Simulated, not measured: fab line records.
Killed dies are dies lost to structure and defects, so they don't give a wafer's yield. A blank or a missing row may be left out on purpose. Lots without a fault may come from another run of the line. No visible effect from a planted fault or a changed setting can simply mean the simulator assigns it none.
A single fault, viewed from 2 desks :: flow berkeleyCmos170 :: every desk sees just its own numbers, and what lay behind them comes last

AT THE TOOL OWNER'S DESK: rieSi-01
The tool's own readings at UCB170_GATE_ETCH_15 (etches poly-Si in HBr/Cl2, stops on SiO2, time 56.3 s, target depth 278.2 nm): means of the sampled wafers that have a number, for each lot that ran on this tool. If a lot's mean is further than 4 standard deviations from the usual mean, the lot is out of limits and carries the mark OUT (the distance appears in the brackets).
Columns: A = drypumpMotorCurrentA at UCB170_GATE_ETCH_15, usual 5.5 A; B = oesProductAu at UCB170_GATE_ETCH_15, usual 0.837 a.u.; C = rfFwdPowerW at UCB170_GATE_ETCH_15, usual 297.4 W; D = throttleValvePct at UCB170_GATE_ETCH_15, usual 26.33 %
lot: L673
first seen here: day 6 20:39
A: 5.0
B: 0.835
C: 296.6
D: 26.38

lot: L688
first seen here: day 9 22:39
A: 5.3
B: 0.828
C: 249.5 (-44) OUT
D: 26.21

lot: L690
first seen here: day 10 15:49
A: 5.1
B: 0.839
C: 248.8 (-44) OUT
D: 26.34

lot: L689
first seen here: day 10 16:28
A: 5.3
B: 0.832
C: 248.9 (-44) OUT
D: 26.21
Finding of this desk: L688, L689, L690 out of limits; the first was L688 at day 9 22:39, on rfFwdPowerW at UCB170_GATE_ETCH_15. In limits: L673.

FROM THE METROLOGY DESK
Lot by lot, what the gauges showed, no matter which tool ran the lot: averages of those sampled wafers that carry a number. If a lot's mean is further than 4 standard deviations from the usual mean, the lot is out of limits and carries the mark OUT (the distance appears in the brackets).
Columns: A = GATE_POLY_THK at UCB170_GATE_THK_MEAS_05, usual 214.2 nm; B = cdNm at UCB170_GATE_CD_MEAS_12, usual 349.4 nm; C = GATE_OVL at UCB170_GATE_OVL_MEAS_13, usual -3 nm
lot: L668
first seen here: day 5 19:07
A: 215.9
B: 351.5
C: -13

lot: L673
first seen here: day 6 19:19
A: 216.9
B: 350.0
C: -3

lot: L671
first seen here: day 6 19:20
A: 215.5
B: 348.7
C: -1

lot: L676
first seen here: day 7 22:53
A: 215.6
B: 349.8
C: -1

lot: L688
first seen here: day 9 21:23
A: 212.1
B: 349.8
C: -3

lot: L690
first seen here: day 10 14:08
A: 215.5
B: 347.7
C: -10

lot: L689
first seen here: day 10 14:08
A: 213.3
B: 347.7
C: -1
Result from this desk: across the 7 lots, nothing is out of limits.

BROUGHT TOGETHER
The tool owner's desk had the chance to raise an alarm at day 9 22:39 on L688, L689, L690.
Metrology desk: nothing out of limits seen.
The metrology desk has L688, L689, L690 on record, within its limits.
UCB170_GATE_ETCH_15 was run on rieSi-01 by each of the lots named.

WHAT HAD BEEN PUT IN BY THE SIMULATOR
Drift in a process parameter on rieSi-01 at UCB170_GATE_ETCH_15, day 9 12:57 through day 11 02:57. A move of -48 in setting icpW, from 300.
Struck lots among those shown: L688, L689, L690.
How many hours passed from the start of the fault until each desk's first out-of-limits reading: the tool owner's desk, 10.
